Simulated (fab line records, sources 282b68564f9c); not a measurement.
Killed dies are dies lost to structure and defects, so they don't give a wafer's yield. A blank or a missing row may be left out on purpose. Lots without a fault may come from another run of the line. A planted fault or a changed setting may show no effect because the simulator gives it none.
Split-lot experiment | flow rit_cmos | 5 lots, 23 wafers read, on a route of 202 steps

THE SPLIT
At RIT_NSD_IMPLANT_08, the setting dose_cm2 was moved away from the recipe's 1e+15 on 4 of the 23 wafers read, by -5.5% to -4.9%. The other wafers ran this setting at the recipe's value.

FROM THE SPLIT TO THE READING: what the file shows between them, 2 steps
- RIT_SDANNEAL_CLEAN_02: cleans in SC2, time 600 s (also split here: time_s)
- RIT_SDANNEAL_RTA_03: time 5 s

THE READING
NSD_RS, in ohm/sq, at RIT_SDANNEAL_RS_MEAS_05 (measures by four-point-probe). Fault-free wafers of this fab line usually give 84.49 ohm/sq, standard deviation 0.27 ohm/sq.

wafer  | tool, chamber at the split | dose_cm2 as run | against the recipe | NSD_RS, ohm/sq | against lot-mates on the recipe
L075.1 | implanter-03, 0            | 1e+15           | recipe             | 84.89          | -
L075.3 | implanter-03, 0            | 1e+15           | recipe             | 84.62          | -
L075.6 | implanter-03, 0            | 1e+15           | recipe             | 84.53          | -
L078.1 | implanter-02, 0            | 1e+15           | recipe             | 84.18          | -
L078.2 | implanter-02, 0            | 1e+15           | recipe             | 84.11          | -
L078.4 | implanter-02, 0            | 1e+15           | recipe             | 84.36          | -
L078.5 | implanter-02, 0            | 1e+15           | recipe             | 84.41          | -
L078.6 | implanter-02, 0            | 1e+15           | recipe             | 84.48          | -
L080.1 | implanter-03, 0            | 9.451e+14       | -5.5%              | 88.25          | +3.76
L080.2 | implanter-03, 0            | 9.451e+14       | -5.5%              | 88.52          | +4.03
L080.3 | implanter-03, 0            | 1e+15           | recipe             | 84.24          | -
L080.4 | implanter-03, 0            | 1e+15           | recipe             | 84.73          | -
L080.6 | implanter-03, 0            | 1e+15           | recipe             | 84.51          | -
L084.2 | implanter-01, 0            | 9.51e+14        | -4.9%              | 88.00          | +3.40
L084.3 | implanter-01, 0            | 1e+15           | recipe             | 84.71          | -
L084.4 | implanter-01, 0            | 1e+15           | recipe             | 84.68          | -
L084.5 | implanter-01, 0            | 1e+15           | recipe             | 84.41          | -
L084.6 | implanter-01, 0            | 9.51e+14        | -4.9%              | 87.78          | +3.18
L085.1 | implanter-01, 0            | 1e+15           | recipe             | 84.47          | -
L085.3 | implanter-01, 0            | 1e+15           | recipe             | 84.66          | -
L085.4 | implanter-01, 0            | 1e+15           | recipe             | 84.57          | -
L085.5 | implanter-01, 0            | 1e+15           | recipe             | 84.58          | -
L085.6 | implanter-01, 0            | 1e+15           | recipe             | 84.50          | -

THE FIT
A straight line over all 23 wafers: NSD_RS changes by -0.699 ohm/sq for each +1% of dose_cm2; r = -0.99; the points scatter about the line by 0.19 ohm/sq.
The same after taking each lot's own level away (the mean of its wafers on the recipe; 23 wafers): -0.692 ohm/sq for each +1%; r = -0.99; scatter 0.15 ohm/sq.
On that fit, the largest move of dose_cm2 shifts the reading by 3.8 ohm/sq.
The lots' own levels span 84.308 to 84.680 ohm/sq, that is 1.4 times the standard deviation above.
So the lot-to-lot level changes the slope little: the two slopes agree.
Check: with one of the wafers moved furthest among these (-5.5%) left out of the fit, the line predicts +3.82 ohm/sq for it against its lot-mates. It came out at +3.76 ohm/sq against them.

OTHER SPLITS ON THESE WAFERS
These wafers also went through other splits before the reading. Each is held against what the fit with the lots' levels taken away leaves over:
other split on the same wafers | wafers away from the commonest value | r with NSD_RS (lot level and that fit taken away)
RIT_GATE_CLEAN_04 time_s       | 10                                   | +0.01
RIT_GATE_CVD_08 sih4_flow_sccm | 18                                   | +0.13
RIT_GATE_EXPOSE_13 dose_mj     | 10                                   | +0.06
RIT_REOX_CLEAN_00 temp_c       | 18                                   | +0.16
RIT_NLDD_COAT_01 resist_thk_nm | 11                                   | -0.06
RIT_PLDD_COAT_01 resist_thk_nm | 10                                   | +0.36
RIT_SDANNEAL_CLEAN_02 time_s   | 10                                   | +0.11

THE FILE'S OWN FIT
NSD_RS changes by -0.692 ohm/sq for each +1% of dose_cm2, r = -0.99.
